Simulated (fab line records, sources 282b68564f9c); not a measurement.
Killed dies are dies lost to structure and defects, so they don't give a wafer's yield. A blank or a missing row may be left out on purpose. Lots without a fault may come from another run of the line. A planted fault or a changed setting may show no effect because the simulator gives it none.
Problem report in the 8D (eight disciplines) form, filled by code | flow rit_cmos | the parts of the form that need people (team, actions taken, sign-off) are left out

1. THE PROBLEM
NWELL_TW at RIT_NWELL_TW_MEAS_10 reads a mean of 2391 on 6 wafers of 2 lots; wafers without a fault read 2140 with a standard deviation of 25. That is +10 standard deviations from the usual mean.
First seen on wafer L605.3, day 4 20:37, on film_metro-02. The record holds 42 wafers of 14 lots with a number at this step. Rule for "out", or "out of limits": more than 4 standard deviations from the usual mean. The other wafers with a number count as sound.

2. WHAT IT IS AND WHAT IT IS NOT
question                    | is                           | is not
which readings at this step | NWELL_TW                     | -
which lots                  | L605, L606                   | L591, L594, L595, L596, L597, L599, L601, L602, L603, L604, L608, L614
which wafers of those lots  | all that have a number       | -
read on which gauges        | film_metro-02, film_metro-03 | film_metro-01
when                        | from day 4 20:37             | up to then (30 sound wafers); but 6 sound wafers of L608, L614 came after

3. SUSPECTS, AND WHAT RULES EACH OUT
Counting: a tool at a process step up to the reading stays a suspect if it ran every lot that is out and no sound lot after the first of them.
- the gauge at RIT_NWELL_TW_MEAS_10: ruled out. The wafers that are out were read on 2 gauges (film_metro-02, film_metro-03).
- implanter-01 at RIT_NWELL_IMPLANT_08: kept. It ran every lot that is out, first L605 (day 4 20:19), and no sound lot after that; its last sound lot up to then is L603 (day 4 14:22). Its own readings are out on those wafers: dose_ions_cm2, faraday_current_uA.
Left after counting: implanter-01 at RIT_NWELL_IMPLANT_08.

4. THE CAUSE (what the simulator had put in)
Process parameter drift: implanter-01, from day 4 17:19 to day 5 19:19, at RIT_NWELL_IMPLANT_08. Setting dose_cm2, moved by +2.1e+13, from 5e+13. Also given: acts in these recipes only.
Counting left only this tool.

5. THE CHAIN OF EFFECTS, in route order
Each row: a reading whose mean over the struck wafers that have a number lies more than 3 standard deviations from the usual. Only readings for which the record gives a usual standard deviation are gone through. hours: the time from each lot's start at the first step in this table that gives one to its start at this step, as a median over the lots. sigmas: the change in usual standard deviations.
hours | step                     | reading            | usual        | on struck wafers | change | sigmas
0     | RIT_NWELL_IMPLANT_08     | dose_ions_cm2      | 5e+13        | 7e+13            | +2e+13 | +99 or more
0     | RIT_NWELL_IMPLANT_08     | faraday_current_uA | 159          | 226              | +67    | +21
0     | RIT_NWELL_TW_MEAS_10     | NWELL_TW           | 2140         | 2391             | +251   | +10
8     | RIT_WELLDRIVE_RS_MEAS_01 | NWELL_RS           | 275.7 ohm/sq | 223.3            | -52.4  | -72
The process steps in it:
- RIT_NWELL_IMPLANT_08

6. WHAT WOULD HAVE CAUGHT IT SOONER
In this record the first reading out of limits at a measuring or inspecting step was taken at day 4 20:37, 3 hours after the fault began at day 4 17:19.
The tool's own readings at RIT_NWELL_IMPLANT_08 were out on every struck wafer that the step has a row for (dose_ions_cm2, faraday_current_uA): an alarm limit on them would have fired on the first of those.
Of the lots that are out (2), L606 began RIT_NWELL_IMPLANT_08 on implanter-01 after day 4 20:37. A hold on the tool at that time would have spared it.
